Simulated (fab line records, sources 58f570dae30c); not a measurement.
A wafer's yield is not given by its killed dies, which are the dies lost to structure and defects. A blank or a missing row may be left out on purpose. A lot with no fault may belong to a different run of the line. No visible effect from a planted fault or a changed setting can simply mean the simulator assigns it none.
Split-lot trial + flow berkeleyCmos170 + 23 wafers read from 5 lots, route of 331 steps

== THE SPLIT ITSELF ==
At UCB170_GATE_EXPOSE_09 (exposes mask POLY, target cd 350 nm), the setting doseMj was moved away from the recipe's 21 on 8 of the 23 wafers read, by +2.7% to +4.1%. For the rest of the wafers, this setting stayed at what the recipe calls for.

== FROM THE SPLIT TO THE READING: what the file shows between them, 5 steps ==
- UCB170_GATE_DEVELOP_11: develop time 45 s (also split here: devTempC)
- UCB170_GATE_CD_MEAS_12: target cd 350 nm
- UCB170_GATE_ETCH_14: etches BARC in N2/H2
- UCB170_GATE_ETCH_15: etches poly-Si in HBr/Cl2, stops on SiO2, time 56.3 s, target depth 278.2 nm
- UCB170_GATE_STRIP_16: strips in O2

== THE READING ==
cdNm at UCB170_GATE_CD_MEAS_90, given in nm (cd target 350 nm). Typical for fault-free wafers on this fab line: 350.4 nm, with standard deviation 1.5 nm.

| wafer  | tool, chamber at the split | doseMj as run | against the recipe | cdNm, nm | against lot-mates on the recipe |
|--------|----------------------------|---------------|--------------------|----------|---------------------------------|
| L077.1 | krfScanner-01, 0           | 21            | recipe             | 350.4    | -                               |
| L077.2 | krfScanner-01, 0           | 21            | recipe             | 350.1    | -                               |
| L077.4 | krfScanner-01, 0           | 21            | recipe             | 350.1    | -                               |
| L077.5 | krfScanner-01, 0           | 21            | recipe             | 351.0    | -                               |
| L077.6 | krfScanner-01, 0           | 21            | recipe             | 350.1    | -                               |
| L080.1 | krfScanner-01, 0           | 21            | recipe             | 349.6    | -                               |
| L080.2 | krfScanner-01, 0           | 21            | recipe             | 350.6    | -                               |
| L080.4 | krfScanner-01, 0           | 21.86         | +4.1%              | 343.3    | -7.0                            |
| L080.5 | krfScanner-01, 0           | 21            | recipe             | 350.6    | -                               |
| L080.6 | krfScanner-01, 0           | 21.86         | +4.1%              | 343.1    | -7.2                            |
| L082.1 | krfScanner-02, 0           | 21.65         | +3.1%              | 344.5    | -7.6                            |
| L082.3 | krfScanner-02, 0           | 21.65         | +3.1%              | 345.3    | -6.8                            |
| L082.4 | krfScanner-02, 0           | 21.65         | +3.1%              | 346.3    | -5.8                            |
| L082.5 | krfScanner-02, 0           | 21            | recipe             | 351.1    | -                               |
| L082.6 | krfScanner-02, 0           | 21            | recipe             | 353.1    | -                               |
| L085.1 | krfScanner-02, 0           | 21            | recipe             | 350.2    | -                               |
| L085.2 | krfScanner-02, 0           | 21            | recipe             | 348.5    | -                               |
| L085.3 | krfScanner-02, 0           | 21.57         | +2.7%              | 344.8    | -4.6                            |
| L085.4 | krfScanner-02, 0           | 21.57         | +2.7%              | 346.4    | -3.0                            |
| L085.5 | krfScanner-02, 0           | 21.57         | +2.7%              | 345.7    | -3.7                            |
| L084.1 | krfScanner-01, 0           | 21            | recipe             | 352.8    | -                               |
| L084.5 | krfScanner-01, 0           | 21            | recipe             | 351.9    | -                               |
| L084.6 | krfScanner-01, 0           | 21            | recipe             | 351.8    | -                               |

FIT RESULTS
A straight line over all 23 wafers: cdNm changes by -1.83 nm for each +1% of doseMj; r = -0.94; the points scatter about the line by 1.1 nm.
The same after taking each lot's own level away (the mean of its wafers on the recipe; 23 wafers): -1.79 nm for each +1%; r = -0.96; scatter 0.89 nm.
That fit puts the effect of the largest move of doseMj on the reading at 7.3 nm.
From 349.35 to 352.17 nm: that is the span of the lots' own levels, equal to 1.9 times the standard deviation above.
The two slopes are in agreement: the lot-to-lot level therefore moves the slope only a little.
Check: -7.4 nm against its lot-mates is what the line predicts for one of the wafers moved furthest among these (+4.1%) when that wafer is left out of the fit. Against them it came out at -6.97 nm.

== ADDITIONAL SPLITS CARRIED BY THESE WAFERS ==
Before the reading, these wafers also passed through other splits. Each is held against what the fit with the lots' levels taken away leaves over:
| other split on the same wafers    | wafers away from the commonest value | r with cdNm (lot level and that fit taken away) |
|-----------------------------------|--------------------------------------|-------------------------------------------------|
| UCB170_NWELL_IMPLANT_14 doseCm2   | 11                                   | -0.22                                           |
| UCB170_ACTIVE_COAT_08 resistThkNm | 7                                    | -0.12                                           |
| UCB170_GATE_DEVELOP_11 devTempC   | 9                                    | +0.18                                           |

== THE WHOLE CHAIN: every reading that the file lists as answering this split, in the file's order ==
| step                   | what it does                                                                 | reading                                                    | change (the file's fit)              | r (the file's) |
|------------------------|------------------------------------------------------------------------------|------------------------------------------------------------|--------------------------------------|----------------|
| UCB170_GATE_CD_MEAS_12 | target cd 350 nm                                                             | cdNm                                                       | -1.71 nm for each +1% of the setting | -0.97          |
| UCB170_GATE_ETCH_15    | etches poly-Si in HBr/Cl2, stops on SiO2, time 56.3 s, target depth 278.2 nm | GATE.cdNm (the simulator's own value, which no gauge read) | -1.74 nm for each +1% of the setting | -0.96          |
| UCB170_GATE_CD_MEAS_90 | target cd 350 nm                                                             | cdNm                                                       | -1.78 nm for each +1% of the setting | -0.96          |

== THE FILE'S OWN FIT ==
cdNm changes by -1.78 nm for each +1% of doseMj, r = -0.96.
